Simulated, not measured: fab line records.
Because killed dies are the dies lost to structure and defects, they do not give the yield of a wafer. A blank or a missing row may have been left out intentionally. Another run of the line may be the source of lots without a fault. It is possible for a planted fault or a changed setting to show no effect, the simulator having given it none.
What tool caused it? :: flow berkeley cmos170 :: 37 wafers from 13 lots sampled at 2 of the route's 331 steps

WHAT EACH GAUGE READ, for each wafer
UCB170_NLDD_OVL_MEAS_07. Usual: NLDD_OVL 0 nm, standard deviation 6.4.
lot: L742
measured: day 6 22:19
on: overlay-01
NLDD_OVL (nm): 2 6 7
flag: 

lot: L741
measured: day 7 10:29
on: overlay-01
NLDD_OVL (nm): 6 6 3
flag: 

lot: L744
measured: day 7 23:31
on: overlay-02
NLDD_OVL (nm): -1 -3 -2
flag: 

lot: L746
measured: day 7 23:44
on: overlay-01
NLDD_OVL (nm): 8 6 11
flag: 

lot: L745
measured: day 7 23:46
on: overlay-02
NLDD_OVL (nm): 6 -4 4
flag: 

lot: L747
measured: day 8 15:52
on: overlay-02
NLDD_OVL (nm): 0 -3 -2
flag: 

lot: L751
measured: day 9 02:29
on: overlay-01
NLDD_OVL (nm): 5 6 4
flag: 

lot: L749
measured: day 9 02:38
on: overlay-01
NLDD_OVL (nm): -3 -4 -6
flag: 

lot: L754
measured: day 9 15:33
on: overlay-01
NLDD_OVL (nm): -14 -8 -18
flag: 

lot: L755
measured: day 9 16:27
on: overlay-01
NLDD_OVL (nm): -13 -2 -10
flag: 

lot: L758
measured: day 10 12:06
on: overlay-01
NLDD_OVL (nm): -7
flag: 

lot: L763
measured: day 11 03:41
on: overlay-02
NLDD_OVL (nm): 7 8 14
flag: 

lot: L762
measured: day 11 04:25
on: overlay-01
NLDD_OVL (nm): -8 -4 3
flag: 

UCB170_NSD_OVL_MEAS_07. Usual: NSD_OVL -3 nm, standard deviation 5.7.
lot: L742
measured: day 7 06:58
on: overlay-01
NSD_OVL (nm): 10 6 7
flag: 

lot: L741
measured: day 7 20:08
on: overlay-01
NSD_OVL (nm): -6 -2 -5
flag: 

lot: L744
measured: day 8 08:41
on: overlay-02
NSD_OVL (nm): -9 -3 -11
flag: 

lot: L746
measured: day 8 08:28
on: overlay-02
NSD_OVL (nm): -2 0 4
flag: 

lot: L745
measured: day 8 08:58
on: overlay-01
NSD_OVL (nm): 1 10 4
flag: 

lot: L747
measured: day 9 02:38
on: overlay-02
NSD_OVL (nm): 1 3 5
flag: 

lot: L751
measured: day 9 15:56
on: overlay-02
NSD_OVL (nm): -1 -8 1
flag: 

lot: L749
measured: day 9 16:13
on: overlay-02
NSD_OVL (nm): -5 -3 -6
flag: 

lot: L754
measured: day 10 04:26
on: overlay-02
NSD_OVL (nm): -11 -5 -14
flag: 

lot: L755
measured: day 10 04:47
on: overlay-02
NSD_OVL (nm): 1 3 9
flag: 

lot: L758
measured: day 10 23:50
on: overlay-02
NSD_OVL (nm): -8
flag: 

lot: L763
measured: day 11 11:40
on: overlay-01
NSD_OVL (nm): -1 -4 2
flag: 

lot: L762
measured: day 11 14:14
on: overlay-01
NSD_OVL (nm): -1 -7 -1
flag: 

EACH LOT AND THE TOOL THAT RAN IT (in order: tool; ch and the chambers of the sampled wafers; start)
No process step before these readings appears in the record.

WHAT THE TOOLS THEMSELVES READ (means of the sampled wafers that have a number; where no wafer has one, the mark that the record gives instead)
The record holds no such reading with a usual standard deviation.

THE ANSWER, worked out from the rows above alone
Rule: lot off if the mean of its wafers having a number is beyond 3 standard deviations from the usual mean. A lot without any number at a reading at which 4 lots or more have one is off too. The other lots that the step has rows for count as sound. After the gauges, taken in route order, come the tools' own readings; for these a lot's mean is taken, as printed above. At the first step where some lot is off, the reading lying furthest off is the one used; lots without a number count as furthest.
Nothing can be told from this: no lot is off at any reading shown.

WHAT HAD BEEN PUT IN BY THE SIMULATOR
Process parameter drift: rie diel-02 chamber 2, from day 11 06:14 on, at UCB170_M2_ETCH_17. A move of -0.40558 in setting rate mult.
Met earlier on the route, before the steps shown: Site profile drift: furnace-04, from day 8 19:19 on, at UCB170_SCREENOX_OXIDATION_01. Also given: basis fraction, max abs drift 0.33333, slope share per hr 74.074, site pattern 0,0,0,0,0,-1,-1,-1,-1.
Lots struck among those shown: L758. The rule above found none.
